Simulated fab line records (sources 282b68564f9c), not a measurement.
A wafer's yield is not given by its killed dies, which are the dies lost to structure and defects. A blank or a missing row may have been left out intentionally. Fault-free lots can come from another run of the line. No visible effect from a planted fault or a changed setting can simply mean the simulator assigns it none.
Comparing a struck lot with a sound one :: flow rit_cmos :: 18 steps out of a route of 202
Sound: the wafers L901.3, L901.4, L901.6. The struck wafers were L905.3, L905.4, L905.5. The cause is named last.
For every step that has rows: the tool of each side, followed by ch and its chambers, followed by its first start. Under that, the readings that differ: sound wafers :: struck wafers :: difference of the means :: sigmas: that difference in standard deviations of wafers without a fault.
alike: readings whose means differ by less than 2 such deviations, and words and numbers that are the same on both sides. not compared: withheld readings, readings that some wafer has no value for, bounds like >300 that may hide the same value, and numbers for which the record gives no deviation and whose values overlap.
The two part at a step that has a row with sigmas, a row that says differs or no value, or rows on one side only. Numbers that have no deviation but don't overlap get no sigmas and don't part them. A reading missing from all wafers of one side parts the sides only when that side holds two or more wafers.

first, 4 steps without rows for these wafers: RIT_NSD_SOFTBAKE_02 (time 60 s); RIT_NSD_EXPOSE_03 (exposes mask M9, target cd 40700 nm); RIT_NSD_PEB_04; RIT_NSD_DEVELOP_05 (develop time 50 s).
RIT_NSD_OVL_MEAS_06:
  sound on overlay-02, day 3 10:26; struck on overlay-02, day 4 04:01
  alike: NSD_OVL
then, 2 steps without rows for these wafers: RIT_NSD_HARDBAKE_07 (time 60 s); RIT_NSD_IMPLANT_08.
RIT_NSD_STRIP_09: strips in O2, time 180 s.
  sound on plasma_asher-01 ch 0,1, day 3 10:49; struck on plasma_asher-01 ch 0,1, day 4 04:26
  alike: drypump_motor_current_A
  not compared: rf_hours_counter_h
RIT_NSD_TW_MEAS_10:
  sound on film_metro-04, day 3 10:57; struck on film_metro-02, day 4 04:34
  alike: NSD_TW
then, 3 steps without rows for these wafers: RIT_PSD_HMDS_00 (prime time 60 s); RIT_PSD_COAT_01 (resist thk 1000 nm); RIT_PSD_SOFTBAKE_02 (time 60 s).
RIT_PSD_EXPOSE_03: exposes mask M10, target cd 40900 nm.
  sound on iline_stepper-01 ch 0, day 3 11:36; struck on iline_stepper-01 ch 0, day 4 05:17
reading: model.PSD.overlay_x_nm (nm)
sound: -1.339 -1.339 -1.339
struck: -149.8 -149.8 -149.8
difference: -148.5
sigmas: 
  alike: mask
then, 2 steps without rows for these wafers: RIT_PSD_PEB_04; RIT_PSD_DEVELOP_05 (develop time 50 s).
RIT_PSD_OVL_MEAS_06:
  sound on overlay-02, day 3 11:59; struck on overlay-01, day 4 05:39
reading: PSD_OVL (nm)
sound: -1.7 -1.4 -2.2
struck: -150.3 -151.6 -150.0
difference: -148.9
sigmas: -99 or more
then, 1 step without rows for these wafers: RIT_PSD_HARDBAKE_07 (time 60 s).
RIT_M1_PROBE_99:
  sound on prober-01, day 3 20:38; struck on prober-02, day 4 14:06
reading: model.etest.select_edge_diode_p.leak_log10_a (angstrom)
sound: -10.53 -10.36 -10.21
struck: -9.888 -9.579 -9.851
difference: +0.594
sigmas: 
  alike: killed_at_front_end, killed_dies, killed_open, killed_short

== WHERE THEY PART ==
RIT_PSD_OVL_MEAS_06 only, going by this record. Later steps at which nothing parts them and some readings are alike: RIT_M1_PROBE_99.

WHY: whatever the simulator had introduced
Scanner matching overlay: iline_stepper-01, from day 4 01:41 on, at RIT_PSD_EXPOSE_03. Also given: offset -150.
